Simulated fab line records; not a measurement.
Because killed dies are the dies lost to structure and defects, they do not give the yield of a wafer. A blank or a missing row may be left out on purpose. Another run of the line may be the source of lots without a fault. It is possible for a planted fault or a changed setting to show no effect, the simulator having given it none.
A sampling plan put to the test | flow berkeleyCmos170 | one line in one fab, 13 faults in these records, each fault weighed on the records of the lots it struck
The plan is the line's own looks: the steps of the route at which a gauge or an inspection reads the wafer and doesn't change it. Where struck wafers have a number at a look and the file lists that look's usual mean and standard deviation on fault-free wafers, the look can be judged. Caught: the struck wafers' mean, at a look after the fault's first step, is 4 or more of those standard deviations (sigma) away from the usual mean. On the tool: the fault's steps, tested the same way using the tool's own readings. Another recipe on the struck wafers, or a record that is blank for them alone, also counts as caught.

THE FAULTS, as the simulator had put them in
1. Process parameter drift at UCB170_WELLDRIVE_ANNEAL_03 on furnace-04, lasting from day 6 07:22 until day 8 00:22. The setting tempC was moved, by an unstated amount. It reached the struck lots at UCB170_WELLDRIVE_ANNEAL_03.
2. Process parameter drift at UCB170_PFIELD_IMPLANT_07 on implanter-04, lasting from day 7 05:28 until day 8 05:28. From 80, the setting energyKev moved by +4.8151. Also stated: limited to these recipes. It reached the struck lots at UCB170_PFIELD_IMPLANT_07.
3. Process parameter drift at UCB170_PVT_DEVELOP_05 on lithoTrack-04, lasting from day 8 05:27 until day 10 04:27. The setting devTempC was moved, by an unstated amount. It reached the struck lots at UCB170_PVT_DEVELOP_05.
4. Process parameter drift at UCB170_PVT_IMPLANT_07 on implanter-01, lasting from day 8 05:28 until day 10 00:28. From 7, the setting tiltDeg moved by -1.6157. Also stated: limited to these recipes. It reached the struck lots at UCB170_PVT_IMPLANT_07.
5. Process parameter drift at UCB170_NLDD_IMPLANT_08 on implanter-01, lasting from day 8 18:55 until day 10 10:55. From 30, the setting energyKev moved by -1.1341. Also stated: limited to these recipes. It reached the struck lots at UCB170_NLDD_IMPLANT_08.
6. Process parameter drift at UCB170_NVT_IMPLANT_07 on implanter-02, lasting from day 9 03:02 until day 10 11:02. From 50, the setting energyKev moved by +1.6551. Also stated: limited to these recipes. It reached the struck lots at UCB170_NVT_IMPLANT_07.
7. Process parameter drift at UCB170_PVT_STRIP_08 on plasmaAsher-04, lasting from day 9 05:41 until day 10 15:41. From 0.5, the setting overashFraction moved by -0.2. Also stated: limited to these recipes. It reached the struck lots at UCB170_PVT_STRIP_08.
8. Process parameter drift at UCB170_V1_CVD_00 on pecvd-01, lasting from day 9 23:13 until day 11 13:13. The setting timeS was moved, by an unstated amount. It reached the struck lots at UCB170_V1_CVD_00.
9. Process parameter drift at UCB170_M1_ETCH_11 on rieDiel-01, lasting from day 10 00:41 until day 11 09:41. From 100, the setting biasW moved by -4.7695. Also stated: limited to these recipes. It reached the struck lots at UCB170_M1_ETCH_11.
10. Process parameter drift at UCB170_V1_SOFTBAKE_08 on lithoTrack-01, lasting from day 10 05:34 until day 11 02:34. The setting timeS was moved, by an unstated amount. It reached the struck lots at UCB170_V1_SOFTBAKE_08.
11. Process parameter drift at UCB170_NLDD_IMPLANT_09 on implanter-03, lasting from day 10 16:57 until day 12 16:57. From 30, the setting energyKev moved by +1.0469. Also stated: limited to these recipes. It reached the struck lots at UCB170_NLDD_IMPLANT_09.
12. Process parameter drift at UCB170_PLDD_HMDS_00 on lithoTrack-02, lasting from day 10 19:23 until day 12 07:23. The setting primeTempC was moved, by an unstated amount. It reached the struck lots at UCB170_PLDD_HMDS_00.
13. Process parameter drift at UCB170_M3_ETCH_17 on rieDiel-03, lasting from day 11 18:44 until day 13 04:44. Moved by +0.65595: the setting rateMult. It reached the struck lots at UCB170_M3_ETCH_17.

WHAT THE PLAN SAW
fault | on the tool itself                  | first look that catches it                      | reading, sigma | median hours from its first step to that look | hours from the fault's start to the first struck lot there | judged looks passed uncaught
1     | tubeCenterTempC +99 or beyond sigma | no look after it can be judged                  | -              | -                                             | -                                                          | 0
2     | beamEnergyKeV +99 or beyond sigma   | not the one look that can be judged after it    | -              | -                                             | -                                                          | 1
3     | developerTempC +8.3 sigma           | none of the 2 looks that can be judged after it | -              | -                                             | -                                                          | 2
4     | tiltDeg -85 sigma                   | no look after it can be judged                  | -              | -                                             | -                                                          | 0
5     | beamEnergyKeV -99 or beyond sigma   | not the one look that can be judged after it    | -              | -                                             | -                                                          | 1
6     | beamEnergyKeV +99 or beyond sigma   | not the one look that can be judged after it    | -              | -                                             | -                                                          | 1
7     | oesProductAu +18 sigma              | no look after it can be judged                  | -              | -                                             | -                                                          | 0
8     | runLengthS -25 sigma                | not the one look that can be judged after it    | -              | -                                             | -                                                          | 1
9     | biasW -16 sigma                     | not the one look that can be judged after it    | -              | -                                             | -                                                          | 1
10    | heaterPowerTotalW +75 sigma         | not the one look that can be judged after it    | -              | -                                             | -                                                          | 1
11    | beamEnergyKeV +99 or beyond sigma   | not the one look that can be judged after it    | -              | -                                             | -                                                          | 1
12    | primeTempC +5.4 sigma               | no look after it can be judged                  | -              | -                                             | -                                                          | 0
13    | oesProductAu +23 sigma              | no look after it can be judged                  | -              | -                                             | -                                                          | 0
A dash: the fault is not caught, or the number is missing from these records.

Caught at a look: 0 of 13. Caught on the tool: 13 of 13. By one or the other: 13 of 13.
On the tool alone, faults 1, 2, 3, 4, 5, 6, 7, 8, 9, 10, 11, 12, 13 were caught.
